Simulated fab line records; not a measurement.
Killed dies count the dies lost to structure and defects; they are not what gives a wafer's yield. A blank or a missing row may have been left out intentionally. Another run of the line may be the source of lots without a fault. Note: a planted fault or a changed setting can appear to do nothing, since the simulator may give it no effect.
fab line records	flow rit-cmos
record: lots: 5	wafers: 15	last-day: 8
route steps=202 shown NLDD@113 PLDD@114 SPACER@125 NSD@131 PSD@142 SDANNEAL@153 M1@202
lots with no fault: from the same line, run without faults
start-h: the number of hours between the record's first day and the start of the first shown wafer of the lot	wait-h: time in hours since the lot's previous step	" repeats the value in the row above	L1.1+2: a row that stands for several wafers	- either no value or no given start	* or withheld: withheld	< > ~ a bound
route shown NAME@n: a module of which the file shows steps, and the number in the route of the first	usual: mean/standard deviation taken from wafers without a fault	same: alike in all rows	chamber/n: place in a boat	sites: the reading at each site	_std_site: their standard deviation	_edge_site: the outer-site mean with the inner-site mean subtracted	radius-mm: how far each site lies from the wafer's centre	mask NAME#n: copy n	behind: the most recent tool/chamber to have shaped the wafer	hold: why the lot went on hold/how many hours it stayed there/how the hold came to an end	device: the transistor (n, p or np) that didn't switch	end of line: the same wafers' tests at the end of the route	a step without rows: its recipe alone	killed: dies lost to structure and defects at the first sort, not the wafer's yield	map: shows each die of a wafer: x if killed, . if not, _ if none is there
set.NAME: setting as actually run; set.NAME@STEP: the setting as run at that earlier step	model.NAME: the simulator's own value behind a step, which no gauge read
lots at selected steps of the route; one table per step, one row per wafer
services: from which hour (start-h, from the record's first day; less than 0 if before it) a tool's chamber was out of use, for how many hours, and why
== steps ==
step: RIT_NLDD_TW_MEAS_10
usual: NLDD_TW: 2488/20
lot.wafer	tool	chamber	start-h	wait-h	NLDD_TW
L728.1	film-metro-02	-	58.09	0.1	2503
L728.4	"	-	"	"	2491
L728.5	"	-	"	"	2493
L730.1	film-metro-01	-	72.08	0.1	2458
L730.4	"	-	"	"	2473
L730.5	"	-	"	"	2467
L734.2	film-metro-04	-	89.13	0.1	2486
L734.3	"	-	"	"	2482
L734.4	"	-	"	"	2483
L748.2	film-metro-02	-	162.79	0.1	2528
L748.3	"	-	"	"	2517
L748.5	"	-	"	"	2530
L749.3	film-metro-04	-	168.53	0.1	2483
L749.4	"	-	"	"	2506
L749.6	"	-	"	"	2493
step: RIT_PLDD_HMDS_00
recipe: prime-time-s: 60	prime-temp-c: 140
step: RIT_PLDD_COAT_01
recipe: resist: NOVOLAK	spin-rpm: 3250	resist-thk-nm: 1000
step: RIT_PLDD_SOFTBAKE_02
recipe: resist: NOVOLAK	temp-c: 90.77	time-s: 60
step: RIT_PLDD_EXPOSE_03
recipe: mask-id: M8	na: 0.57	target-cd-nm: 40900	dose-mj: 250
step: RIT_PLDD_PEB_04
recipe: resist: NOVOLAK	temp-c: withheld	time-s: withheld
step: RIT_PLDD_DEVELOP_05
recipe: resist: NOVOLAK	develop-time-s: 50	dev-temp-c: 23
step: RIT_PLDD_OVL_MEAS_06
usual: PLDD_OVL: 1.3/1.2
lot.wafer	tool	chamber	start-h	wait-h	PLDD_OVL[nm]
L728.1	overlay-02	-	59.13	-	0.1
L728.4	"	-	"	"	2.3
L728.5	"	-	"	"	1.3
L730.1	overlay-02	-	73.12	-	2.4
L730.4	"	-	"	"	3.0
L730.5	"	-	"	"	2.5
L734.2	overlay-02	-	90.04	-	1.3
L734.3	"	-	"	"	0.1
L734.4	"	-	"	"	0.0
L748.2	overlay-01	-	163.87	-	1.4
L748.3	"	-	"	"	1.2
L748.5	"	-	"	"	2.3
L749.3	overlay-02	-	169.61	-	2.4
L749.4	"	-	"	"	3.2
L749.6	"	-	"	"	1.3
step: RIT_PLDD_HARDBAKE_07
recipe: resist: NOVOLAK	temp-c: 140	time-s: 60
step: RIT_PLDD_IMPLANT_08
recipe: species: BF2	energy-kev: 20	dose-cm2: 9e+14	tilt-deg: 7
step: RIT_PLDD_STRIP_09
recipe: chemistry: O2	time-s: 180	resist: NOVOLAK	platen-temp-c: withheld	power-w: 500	pressure-mtorr: 4000	o2-flow-sccm: 4000
usual: drypump-motor-current-A: 5.8/0.56
lot.wafer	tool	chamber	start-h	wait-h	drypump-motor-current-A	rf-hours-counter-h
L728.1	plasma-asher-03	1	59.46	0.1	5.4	37
L728.4	"	1	"	"	5.4	-
L728.5	"	1	"	"	5.5	-
L730.1	plasma-asher-03	1	73.56	0.1	5.5	39
L730.4	"	1	"	"	5.5	-
L730.5	"	1	"	"	5.5	-
L734.2	plasma-asher-03	0	90.37	0.1	6.3	41
L734.3	"	1	"	"	5.5	-
L734.4	"	0	"	"	6.2	-
L748.2	plasma-asher-03	0	164.20	0.1	6.3	48
L748.3	"	1	"	"	5.5	-
L748.5	"	1	"	"	5.5	-
L749.3	plasma-asher-02	1	169.99	0.1	6.6	-
L749.4	"	0	"	"	5.1	-
L749.6	"	0	"	"	5.1	-
step: RIT_PLDD_TW_MEAS_10
usual: PLDD_TW: 2334/18
lot.wafer	tool	chamber	start-h	wait-h	PLDD_TW
L728.1	film-metro-01	-	59.64	0.1	2334
L728.4	"	-	"	"	2325
L728.5	"	-	"	"	2320
L730.1	film-metro-04	-	73.73	0.1	2336
L730.4	"	-	"	"	2338
L730.5	"	-	"	"	2342
L734.2	film-metro-01	-	90.55	0.1	2320
L734.3	"	-	"	"	2311
L734.4	"	-	"	"	2307
L748.2	film-metro-01	-	164.39	0.1	2324
L748.3	"	-	"	"	2317
L748.5	"	-	"	"	2332
L749.3	film-metro-02	-	170.12	0.1	2358
L749.4	"	-	"	"	2355
L749.6	"	-	"	"	2348
step: RIT_SPACER_CLEAN_00
recipe: chemistry: SC1	mix: 3:3:50	time-s: 600	temp-c: 75
lot.wafer	tool	chamber	start-h	wait-h
L728.1+4+5	wet-bench-04	1	59.70	0.1
L730.1+4+5	wet-bench-04	2	73.79	0.1
L734.2+3+4	wet-bench-04	1	90.60	0.0
L748.2+3+5	wet-bench-01	2	164.44	0.0
L749.3+4+6	wet-bench-01	3	170.16	0.0
step: RIT_SPACER_CLEAN_01
recipe: chemistry: dHF	dilution: 50:1	time-s: 30
step: RIT_SPACER_CLEAN_02
recipe: chemistry: SC2	mix: 3:3:50	time-s: 600	temp-c: 75	dry: n2-spin
step: RIT_SPACER_CVD_03
recipe: material: Si3N4	target-thk-nm: 250	temp-c: 810	precursor: SiH2Cl2/NH3	time-s: 3347	pressure-mtorr: 300	sih2cl2-flow-sccm: 60	nh3-flow-sccm: 150
step: RIT_SPACER_THK_MEAS_04
recipe: reads: Si3N4_of_SPACER_CVD_03
usual: SPACER_NITRIDE_THK: 253.0/2.3
lot.wafer	tool	chamber	start-h	wait-h	SPACER_NITRIDE_THK[nm]
L728.1	film-metro-01	-	61.98	0.0	253.7
L728.4	"	-	"	"	254.1
L728.5	"	-	"	"	255.6
L730.1	film-metro-02	-	77.03	0.0	251.2
L730.4	"	-	"	"	251.4
L730.5	"	-	"	"	250.6
L734.2	film-metro-02	-	93.87	0.0	252.6
L734.3	"	-	"	"	252.9
L734.4	"	-	"	"	253.1
L748.2	film-metro-02	-	167.70	0.0	255.1
L748.3	"	-	"	"	254.3
L748.5	"	-	"	"	254.0
L749.3	film-metro-03	-	173.43	0.0	251.2
L749.4	"	-	"	"	251.3
L749.6	"	-	"	"	251.7
step: RIT_SPACER_ETCHBACK_05
recipe: target-depth-a: 2500	SF6_flow_sccm: 30	CHF3_flow_sccm: 30	target: Si3N4	chemistry: SF6/CHF3	pressure-mtorr: 40	rf-w: 250	time-s: 240	stop-on: SiO2
usual: drypump-motor-current-A: 5.6/0.4	oes-product-au: 0.857/0.012	throttle-valve-pct: 10.24/0.11
lot.wafer	tool	chamber	start-h	wait-h	drypump-motor-current-A	oes-product-au	rf-hours-counter-h	throttle-valve-pct
L728.1	rie-diel-01	2	62.04	0.1	6.7	0.862	43	10.05
L728.4	"	3	"	"	5.8	0.857	133	10.30
L728.5	"	2	"	"	6.7	0.861	-	10.05
L730.1	rie-diel-03	1	77.09	0.1	5.4	0.857	146	10.37
L730.4	"	0	"	"	5.8	0.854	38	10.21
L730.5	"	1	"	"	5.4	0.854	-	10.40
L734.2	rie-diel-01	3	93.92	0.0	5.8	0.850	133	10.33
L734.3	"	0	"	"	5.4	0.882	110	10.16
L734.4	"	1	"	"	5.5	0.856	20	10.11
L748.2	rie-diel-02	1	167.75	0.0	5.6	0.859	120	10.27
L748.3	"	3	"	"	6.0	0.875	9	10.29
L748.5	"	2	"	"	5.8	0.845	-	10.05
L749.3	rie-diel-03	0	173.47	0.0	5.8	0.856	40	10.22
L749.4	"	1	"	"	5.4	0.852	-	10.40
L749.6	"	0	"	"	5.8	0.857	-	10.22
step: RIT_NSD_HMDS_00
recipe: prime-time-s: 60	prime-temp-c: 140
step: RIT_NSD_COAT_01
recipe: resist: NOVOLAK	spin-rpm: 3250	resist-thk-nm: 1000
step: RIT_NSD_SOFTBAKE_02
recipe: resist: NOVOLAK	temp-c: 90	time-s: 60
step: RIT_NSD_EXPOSE_03
recipe: mask-id: M9	na: 0.57	target-cd-nm: 40700	dose-mj: 250
step: RIT_NSD_PEB_04
recipe: resist: NOVOLAK	temp-c: withheld	time-s: withheld
step: RIT_NSD_DEVELOP_05
recipe: resist: NOVOLAK	develop-time-s: 50	dev-temp-c: 23
step: RIT_NSD_OVL_MEAS_06
usual: NSD_OVL: -0.9/1.4
lot.wafer	tool	chamber	start-h	wait-h	NSD_OVL[nm]
L728.1	overlay-02	-	63.19	-	-2.8
L728.4	"	-	"	"	-0.8
L728.5	"	-	"	"	-0.7
L730.1	overlay-01	-	78.09	-	-2.1
L730.4	"	-	"	"	-1.8
L730.5	"	-	"	"	-1.2
L734.2	overlay-02	-	95.02	-	2.3
L734.3	"	-	"	"	2.6
L734.4	"	-	"	"	-1.1
L748.2	overlay-02	-	168.98	-	-0.1
L748.3	"	-	"	"	0.3
L748.5	"	-	"	"	0.8
L749.3	overlay-02	-	174.69	-	-0.1
L749.4	"	-	"	"	0.1
L749.6	"	-	"	"	0.6
step: RIT_NSD_HARDBAKE_07
recipe: resist: NOVOLAK	temp-c: 140	time-s: 60
step: RIT_NSD_IMPLANT_08
recipe: species: P	energy-kev: 25	dose-cm2: 1e+15	tilt-deg: 7
step: RIT_NSD_STRIP_09
recipe: chemistry: O2	time-s: 180	resist: NOVOLAK	platen-temp-c: withheld	power-w: 500	pressure-mtorr: 4000	o2-flow-sccm: 4000
usual: drypump-motor-current-A: 5.7/0.38
lot.wafer	tool	chamber	start-h	wait-h	drypump-motor-current-A	rf-hours-counter-h
L728.1	plasma-asher-04	0	63.52	0.1	5.8	42
L728.4	"	1	"	"	5.6	-
L728.5	"	0	"	"	5.9	-
L730.1	plasma-asher-01	0	78.43	0.1	5.1	29
L730.4	"	0	"	"	5.1	-
L730.5	"	1	"	"	5.7	-
L734.2	plasma-asher-03	0	95.35	0.1	6.2	41
L734.3	"	1	"	"	5.5	-
L734.4	"	0	"	"	6.2	-
L748.2	plasma-asher-01	0	169.31	0.1	5.1	39
L748.3	"	0	"	"	5.1	-
L748.5	"	0	"	"	5.1	-
L749.3	plasma-asher-01	0	175.07	0.1	5.1	-
L749.4	"	1	"	"	5.8	-
L749.6	"	1	"	"	5.8	-
step: RIT_NSD_TW_MEAS_10
usual: NSD_TW: 3112/23
lot.wafer	tool	chamber	start-h	wait-h	NSD_TW
L728.1	film-metro-04	-	63.70	0.1	3112
L728.4	"	-	"	"	3110
L728.5	"	-	"	"	3120
L730.1	film-metro-01	-	78.60	0.1	3075
L730.4	"	-	"	"	3092
L730.5	"	-	"	"	3085
L734.2	film-metro-01	-	95.53	0.1	3078
L734.3	"	-	"	"	3093
L734.4	"	-	"	"	3087
L748.2	film-metro-04	-	169.50	0.1	3113
L748.3	"	-	"	"	3097
L748.5	"	-	"	"	3104
L749.3	film-metro-02	-	175.21	0.1	3147
L749.4	"	-	"	"	3129
L749.6	"	-	"	"	3121
step: RIT_PSD_HMDS_00
recipe: prime-time-s: 60	prime-temp-c: 140
step: RIT_PSD_COAT_01
recipe: resist: NOVOLAK	spin-rpm: 3250	resist-thk-nm: 1000
step: RIT_PSD_SOFTBAKE_02
recipe: resist: NOVOLAK	temp-c: 90	time-s: 60
step: RIT_PSD_EXPOSE_03
recipe: mask-id: M10	na: 0.57	target-cd-nm: 40900	dose-mj: 250
step: RIT_PSD_PEB_04
recipe: resist: NOVOLAK	temp-c: withheld	time-s: withheld
step: RIT_PSD_DEVELOP_05
recipe: resist: NOVOLAK	develop-time-s: 50	dev-temp-c: 23
step: RIT_PSD_OVL_MEAS_06
usual: PSD_OVL: -0.4/1.3
lot.wafer	tool	chamber	start-h	wait-h	PSD_OVL[nm]
L728.1	overlay-02	-	64.61	-	1.3
L728.4	"	-	"	"	-1.1
L728.5	"	-	"	"	-0.5
L730.1	overlay-01	-	79.64	-	-1.2
L730.4	"	-	"	"	-0.3
L730.5	"	-	"	"	-1.6
L734.2	overlay-02	-	96.44	-	1.8
L734.3	"	-	"	"	-0.2
L734.4	"	-	"	"	0.6
L748.2	overlay-02	-	170.61	-	-2.6
L748.3	"	-	"	"	-0.9
L748.5	"	-	"	"	-0.9
L749.3	overlay-01	-	176.19	-	2.6
L749.4	"	-	"	"	0.6
L749.6	"	-	"	"	1.0
step: RIT_PSD_HARDBAKE_07
recipe: resist: NOVOLAK	temp-c: 140	time-s: 60
step: RIT_PSD_IMPLANT_08
recipe: species: BF2	energy-kev: 26.6	dose-cm2: 5e+15	tilt-deg: 7
step: RIT_PSD_STRIP_09
recipe: chemistry: O2	time-s: 180	resist: NOVOLAK	platen-temp-c: withheld	power-w: 500	pressure-mtorr: 4000	o2-flow-sccm: 4000
usual: drypump-motor-current-A: 5.8/0.47
lot.wafer	tool	chamber	start-h	wait-h	drypump-motor-current-A	rf-hours-counter-h
L728.1	plasma-asher-03	0	64.95	0.1	6.3	38
L728.4	"	0	"	"	6.3	-
L728.5	"	0	"	"	6.3	-
L730.1	plasma-asher-02	0	80.24	0.1	5.1	45
L730.4	"	0	"	"	5.1	-
L730.5	"	0	"	"	5.1	-
L734.2	plasma-asher-03	1	96.77	0.1	5.5	41
L734.3	"	1	"	"	5.5	-
L734.4	"	0	"	"	6.2	-
L748.2	plasma-asher-02	1	170.94	0.1	6.6	5
L748.3	"	0	"	"	5.1	-
L748.5	"	1	"	"	6.6	-
L749.3	plasma-asher-04	0	176.58	0.1	5.9	-
L749.4	"	1	"	"	5.6	-
L749.6	"	0	"	"	5.9	-
step: RIT_PSD_TW_MEAS_10
usual: PSD_TW: 3409/30
lot.wafer	tool	chamber	start-h	wait-h	PSD_TW
L728.1	film-metro-01	-	65.12	0.1	3371
L728.4	"	-	"	"	3370
L728.5	"	-	"	"	3376
L730.1	film-metro-02	-	80.41	0.1	3431
L730.4	"	-	"	"	3439
L730.5	"	-	"	"	3452
L734.2	film-metro-01	-	96.95	0.1	3365
L734.3	"	-	"	"	3364
L734.4	"	-	"	"	3361
L748.2	film-metro-02	-	171.12	0.1	3420
L748.3	"	-	"	"	3419
L748.5	"	-	"	"	3421
L749.3	film-metro-01	-	176.71	0.1	3357
L749.4	"	-	"	"	3355
L749.6	"	-	"	"	3372
step: RIT_SDANNEAL_CLEAN_00
recipe: chemistry: SC1	mix: 3:3:50	time-s: 600	temp-c: 75
step: RIT_SDANNEAL_CLEAN_01
recipe: chemistry: dHF	dilution: 50:1	time-s: 30
step: RIT_M1_PROBE_99
usual: killed-at-front-end: 7.0/2.8	killed-dies: 7.0/2.8	killed-on-rim: 2.0/1.4	killed-open: 3.4/1.9	killed-short: 3.6/2
same: gross-dies: 264	killed_at_M0_to_M3: 0	killed_at_M4_up: 0	killed-at-back-side: 0	killed-at-contacts: 0	killed-at-other: 0
lot.wafer	tool	chamber	start-h	wait-h	killed-at-front-end	killed-dies	killed-on-rim	killed-open	killed-short
L728.1	prober-02	-	73.00	0.1	5	5	1	2	3
L728.4	prober-02	-	73.15	0.2	6	6	1	3	3
L728.5	prober-02	-	73.20	0.2	12	12	2	5	7
L730.1	prober-02	-	88.51	0.1	5	5	2	3	2
L730.4	prober-02	-	88.66	0.2	6	6	1	3	3
L730.5	prober-02	-	88.71	0.2	6	6	4	4	2
L734.2	prober-02	-	104.97	0.1	22	22	10	3	2
L734.3	prober-02	-	105.02	0.2	25	25	11	3	4
L734.4	prober-02	-	105.07	0.2	26	26	12	5	4
killed by level:class
L728.1 FOX1:geometric-particle:short=1 FOX2:geometric-particle:open=1 GATE:geometric-particle:short=1 REOX:geometric-particle:short=1 SPACER:geometric-particle:open=1
L728.4 FOX1:geometric-particle:open=1 GATE:geometric-particle:short=1 REOX:geometric-particle:open=1 REOX:geometric-particle:short=1 SILICIDE:geometric-particle:open=1 SILICIDE:geometric-particle:short=1
L728.5 GATE:geometric-particle:short=3 FOX1:geometric-particle:short=2 GATE:geometric-particle:open=2 SPACER:geometric-particle:open=2 FOX1:geometric-particle:open=1 REOX:geometric-particle:short=1 SPACER:geometric-particle:short=1
L730.1 SPACER:geometric-particle:open=2 FOX1:geometric-particle:open=1 GATE:geometric-particle:short=1 REOX:geometric-particle:short=1
L730.4 GATE:geometric-particle:open=2 FOX1:geometric-particle:short=1 FOX2:geometric-particle:short=1 SPACER:geometric-particle:open=1 SPACER:geometric-particle:short=1
L730.5 REOX:geometric-particle:open=2 FOX2:geometric-particle:open=1 GATE:geometric-particle:short=1 REOX:geometric-particle:short=1 SPACER:geometric-particle:open=1
L734.2 SPACER:unspecified=17 GATE:geometric-particle:open=2 FOX1:geometric-particle:open=1 GATE:geometric-particle:short=1 REOX:geometric-particle:short=1
L734.3 SPACER:unspecified=18 SILICIDE:geometric-particle:short=3 FOX1:geometric-particle:open=1 GATE:geometric-particle:open=1 SPACER:geometric-particle:open=1 SPACER:geometric-particle:short=1
L734.4 SPACER:unspecified=17 GATE:geometric-particle:short=3 GATE:geometric-particle:open=3 REOX:geometric-particle:open=1 SPACER:geometric-particle:short=1 SPACER:geometric-particle:open=1
map L734.4 (x killed, . not)
________....x.._______
_____...x.........____
____xxx..x.........___
___xxxx..........x..__
__xxxxx.............._
__xxxx..............._
_.....................
_..x..................
_xx...................
_.....................
__x.................._
__..................._
___........x........__
____...............___
_____............x____
________......._______
map L728.5 (x killed, . not)
________......._______
_____.............____
____x..............___
___.................__
__..x.x.............._
__..........x....x..._
_.....................
_.................x...
_..................x..
_...........x.........
__..................._
__..................._
___.xx.......x......__
____............x..___
_____.............____
________......._______
== services ==
tool	chamber	start-h	hours	kind
rie-diel-01	2	86.21	4.9	repair
rie-diel-02	0	101.08	-	clean
rie-diel-02	0	101.08	14.1	scheduled-down
rie-diel-02	0	101.08	14.1	vent-cycle
plasma-asher-02	-	108.75	9.0	pm
plasma-asher-02	0	108.75	11.4	vent-cycle
plasma-asher-02	1	108.75	11.4	vent-cycle
plasma-asher-02	-	116.00	4.1	repair
plasma-asher-02	0	117.75	-	clean
plasma-asher-02	1	117.75	-	clean
rie-diel-01	2	127.52	1.4	repair
rie-diel-02	0	129.28	2.8	repair
rie-diel-01	-	129.32	0.4	repair
plasma-asher-01	-	132.24	3.4	repair
plasma-asher-02	-	149.27	3.2	repair
rie-diel-03	3	161.05	-	clean
rie-diel-03	3	161.05	18.5	scheduled-down
rie-diel-03	3	161.05	18.5	vent-cycle
== key ==
first-sign: step: RIT_M1_PROBE_99	reading: killed-at-front-end	direction: up	sigmas: 6.2	usual: 7.0	struck: 24.3
effect: step: RIT_M1_PROBE_99	reading: killed-dies	direction: up	sigmas: 6.1	usual: 7.0	struck: 24.3
met-at RIT_SPACER_CLEAN_00
struck-wafers L734.2,L734.3,L734.4
tester-left-out L734
onset-between 59.70 90.60
also-fits RIT_SPACER_ETCHBACK_05:rie-diel-01,RIT_NSD_STRIP_09:plasma-asher-03,RIT_PSD_STRIP_09:plasma-asher-03
fault: kind: chamber-particle-source	tool: wet-bench-04	chamber: 1	onset-h: 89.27	steps: RIT_SPACER_CLEAN_00	rate-per-visit-cm2: 0.42344	end-h: 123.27
tester-left-out: of these lots the tester's yield and bins aren't shown, on N5 and GAA mostly nor the transistor test; their killed dies are dies lost to structure and defects alone, not to doping, threshold or leakage, so they don't give the yield
